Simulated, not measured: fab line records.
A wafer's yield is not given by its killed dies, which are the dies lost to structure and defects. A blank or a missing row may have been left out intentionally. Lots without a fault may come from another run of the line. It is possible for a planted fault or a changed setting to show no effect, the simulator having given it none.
Which of the tools did it? | flow rit_cmos | 15 lots with 45 wafers sampled at 2 steps, on a route of 202 steps

== WHAT THE GAUGES READ, wafer by wafer ==
No reading from a measuring or inspecting step in the record can be judged against a usual standard deviation.

== TOOL THAT RAN EACH LOT (tool first, then ch and the chambers of the sampled wafers, then the start) ==
lot  | RIT_ACTIVE_ETCH_13                | RIT_M1_PROBE_99
L927 | rie_diel-04 ch 0,1,3, day 1 15:21 | -
L928 | rie_diel-04 ch 0,2,3, day 1 23:38 | prober-01, day 3 22:26
L930 | rie_diel-01 ch 1,2,3, day 2 06:53 | -
L931 | rie_diel-04 ch 1,3, day 2 12:07   | prober-02, day 4 14:35
L933 | rie_diel-04 ch 1,2, day 2 21:35   | prober-02, day 4 17:55
L937 | rie_diel-04 ch 1,2, day 3 18:43   | prober-02, day 5 19:23
L939 | rie_diel-01 ch 1,2, day 4 03:31   | prober-02, day 5 23:41
L940 | rie_diel-03 ch 0,1,3, day 4 08:35 | prober-01, day 6 07:32
L942 | rie_diel-03 ch 1,2, day 4 19:48   | prober-01, day 6 22:10
L944 | rie_diel-03 ch 0,1,3, day 5 03:52 | prober-01, day 7 03:55
L945 | rie_diel-01 ch 2,3, day 5 10:17   | prober-02, day 7 10:47
L947 | rie_diel-01 ch 0,1,3, day 5 21:05 | -
L948 | rie_diel-03 ch 2,3, day 6 03:09   | prober-01, day 8 10:49
L949 | rie_diel-01 ch 0,2, day 6 05:49   | -
L950 | rie_diel-04 ch 0,3, day 6 09:50   | prober-01, day 8 19:18
- RIT_ACTIVE_ETCH_13: etches Si3N4 in SF6, stops on SiO2, time 210 s, target depth 210 nm.
- RIT_M1_PROBE_99

== WHAT THE TOOLS THEMSELVES READ (means of the sampled wafers that have a number; where no wafer has one, the mark that the record gives instead) ==
RIT_ACTIVE_ETCH_13. Usual: drypump_motor_current_A 5.7 A, standard deviation 0.34; oes_product_au 0.827 a.u., standard deviation 0.011; rf_fwd_power_W 124.6 W, standard deviation 0.36; throttle_valve_pct 7.53 %, standard deviation 0.19.
lot  | tool        | drypump_motor_current_A (A) | oes_product_au (a.u.) | rf_fwd_power_W (W) | throttle_valve_pct (%) | flag
L927 | rie_diel-04 | 5.7                         | 0.833                 | 124.4              | 7.62                   |
L928 | rie_diel-04 | 5.7                         | 0.826                 | 124.4              | 7.48                   |
L930 | rie_diel-01 | 5.6                         | 0.821                 | 124.4              | 7.60                   |
L931 | rie_diel-04 | 5.8                         | 0.830                 | 124.7              | 7.63                   |
L933 | rie_diel-04 | 6.1                         | 0.829                 | 124.6              | 7.45                   |
L937 | rie_diel-04 | 6.0                         | 0.823                 | 124.4              | 7.45                   |
L939 | rie_diel-01 | 5.6                         | 0.823                 | 124.3              | 7.64                   |
L940 | rie_diel-03 | 5.7                         | 0.827                 | 124.6              | 7.41                   |
L942 | rie_diel-03 | 5.7                         | 0.833                 | 124.5              | 7.33                   |
L944 | rie_diel-03 | 5.7                         | 0.826                 | 124.7              | 7.41                   |
L945 | rie_diel-01 | 5.7                         | 0.816                 | 124.5              | 7.55                   |
L947 | rie_diel-01 | 5.4                         | 0.829                 | 124.6              | 7.54                   |
L948 | rie_diel-03 | 6.2                         | 0.836                 | 124.1              | 7.56                   |
L949 | rie_diel-01 | 5.6                         | 0.826                 | 124.7              | 7.49                   |
L950 | rie_diel-04 | 5.5                         | 0.831                 | 124.1              | 7.48                   |

RIT_M1_PROBE_99. Usual: for killed_at_M0_to_M3, 0.0 with a standard deviation of 0.23; for killed_at_contacts, 0.1 with a standard deviation of 0.23; for killed_at_front_end, 7 with a standard deviation of 3; for killed_dies, 7 with a standard deviation of 3; for killed_on_rim, 2.0 with a standard deviation of 1.2; for killed_open, 3.3 with a standard deviation of 2.1; for killed_short, 3.7 with a standard deviation of 1.9.
lot  | tool      | killed_at_M0_to_M3 | killed_at_contacts | killed_at_front_end | killed_dies | killed_on_rim | killed_open | killed_short | flag
L928 | prober-01 | 0.0                | 0.0                | 7                   | 7           | 1.7           | 4.0         | 2.7          |
L931 | prober-02 | 0.0                | 0.0                | 29                  | 29          | 3.3           | 3.0         | 1.3          | OFF
L933 | prober-02 | 0.0                | 0.0                | 20                  | 20          | 6.0           | 3.3         | 1.7          | OFF
L937 | prober-02 | 0.0                | 0.0                | 24                  | 24          | 6.0           | 5.7         | 3.0          | OFF
L939 | prober-02 | 0.3                | 0.0                | 6                   | 7           | 3.0           | 2.3         | 4.3          |
L940 | prober-01 | 0.0                | 0.0                | 7                   | 7           | 2.3           | 3.0         | 4.3          |
L942 | prober-01 | 0.0                | 0.0                | 7                   | 7           | 1.7           | 3.7         | 3.0          |
L944 | prober-01 | 0.0                | 0.0                | 9                   | 9           | 2.3           | 5.3         | 4.0          |
L945 | prober-02 | 0.0                | 0.0                | 6                   | 6           | 1.7           | 3.0         | 3.0          |
L948 | prober-01 | 0.0                | 0.3                | 10                  | 11          | 2.7           | 5.3         | 5.3          |
L950 | prober-01 | 0.0                | 0.0                | 6                   | 6           | 0.7           | 1.7         | 4.0          |

== THE ANSWER, worked out from the rows above alone ==
Rule: a lot counts as off when the mean over its wafers that have a number is more than 3 standard deviations away from the usual mean. A lot without any number at a reading at which 4 lots or more have one is off too. All remaining lots with rows at the step are treated as sound. First the gauges in route order, then the tools' own readings, where a lot's mean is used as printed above. The first step at which some lot is off is used, and at that step the reading that is off furthest; a lot without a number counts as furthest.
Off: L931, L933, L937, at RIT_M1_PROBE_99 (killed_at_front_end). Neither off nor sound, because the step has no rows for them: L927, L930, L947, L949.
A tool fits if, at that step or a process step before it, it ran every lot that is off, and no sound lot after the first of them. Not one of the candidates tried fits.

== WHAT HAD BEEN PUT IN BY THE SIMULATOR ==
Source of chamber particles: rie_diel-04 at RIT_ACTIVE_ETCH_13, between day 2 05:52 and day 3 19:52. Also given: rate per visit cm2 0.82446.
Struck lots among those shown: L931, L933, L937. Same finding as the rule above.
